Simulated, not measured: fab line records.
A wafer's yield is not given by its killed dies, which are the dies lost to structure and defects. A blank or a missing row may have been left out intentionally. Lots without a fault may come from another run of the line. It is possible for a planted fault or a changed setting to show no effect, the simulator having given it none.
Problem report in the 8D (eight disciplines) form, filled by code | flow berkeley-cmos170 | the parts of the form that need people (team, actions taken, sign-off) are left out

## 1. THE PROBLEM
Wafers without a fault read 700.1 nm, standard deviation 1.4; cd-nm at UCB170_M3_CD_MEAS_15 reads a mean of 663.8 nm on 6 wafers belonging to 2 lots. Measured from the usual mean, that is -26 standard deviations.
The step: target cd 700 nm.
The first sign was on wafer L714.4 at day 9 15:56, on cd-sem-01. Wafers with a number at this step in the record: 42, from 14 lots. The rule behind "out" and "out of limits": a value lying over 4 standard deviations away from the usual mean. The rest of the wafers with a number are treated as sound.

## 2. WHAT IT IS; WHAT IT IS NOT
question                    | is                     | is not
which readings at this step | cd-nm                  | -
which lots                  | L714, L716             | L705, L706, L707, L712, L715, L717, L719, L721, L722, L723, L725, L727
which wafers of those lots  | all that have a number | -
read on which gauges        | cd-sem-01, cd-sem-02   | -
when                        | from day 9 15:56       | up to then (15 sound wafers); but 21 sound wafers of L717, L719, L721, L722, L723, L725, L727 came after

## 3. SUSPECTS, AND WHAT RULES EACH OUT
Counting: any tool at a process step up to the reading is kept as a suspect provided that every lot that is out went through it and no sound lot did after the first of them.
- the gauge at UCB170_M3_CD_MEAS_15 is ruled out. 2 gauges (cd-sem-01, cd-sem-02) read the wafers that are out.
- litho-track-04 at UCB170_M3_SOFTBAKE_11 (time 60 s): kept. All lots that are out passed through it, beginning with L714 at day 9 15:00, and no sound lot followed; its final sound lot before that point was L712 at day 9 02:00. Its own readings are out on those wafers: heater-power-total-W, plate-temp-C.
Left after counting: litho-track-04 at UCB170_M3_SOFTBAKE_11.

## 4. THE CAUSE (what the simulator had put in)
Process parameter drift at UCB170_M3_SOFTBAKE_11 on litho-track-04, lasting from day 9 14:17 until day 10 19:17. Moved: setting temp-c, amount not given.
After counting, this tool was the only one left.

## 5. SEQUENCE OF EFFECTS, ordered by route
Each row: a reading where the mean over the struck wafers with a number is more than 3 standard deviations away from the usual. Scope: only readings with a usual standard deviation given in the record; hours: median across lots of the time from each lot's start at the first step in this table that gives one to its start at this step; sigmas: change in usual standard deviations.
hours | step                  | reading              | usual    | on struck wafers | change | sigmas
0     | UCB170_M3_SOFTBAKE_11 | heater-power-total-W | 56.81 W  | 64.19            | +7.38  | +99 or more
0     | UCB170_M3_SOFTBAKE_11 | plate-temp-C         | 129.99 C | 142.80           | +12.81 | +99 or more
1     | UCB170_M3_CD_MEAS_15  | cd-nm                | 700.1 nm | 663.8            | -36.3  | -26
Its process steps:
- UCB170_M3_SOFTBAKE_11: time 60 s.

## 6. WHAT WOULD HAVE CAUGHT IT SOONER
In this record the first reading out of limits at a measuring or inspecting step was taken at day 9 15:56, 2 hours after the fault began at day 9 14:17.
At UCB170_M3_SOFTBAKE_11, the tool's own readings (heater-power-total-W, plate-temp-C) were out on each struck wafer the step has a row for, so an alarm limit on them would have fired on the first such wafer.
Of the lots that are out (2), L716 began UCB170_M3_SOFTBAKE_11 on litho-track-04 after day 9 15:56. Had the tool been put on hold then, it would have been spared.
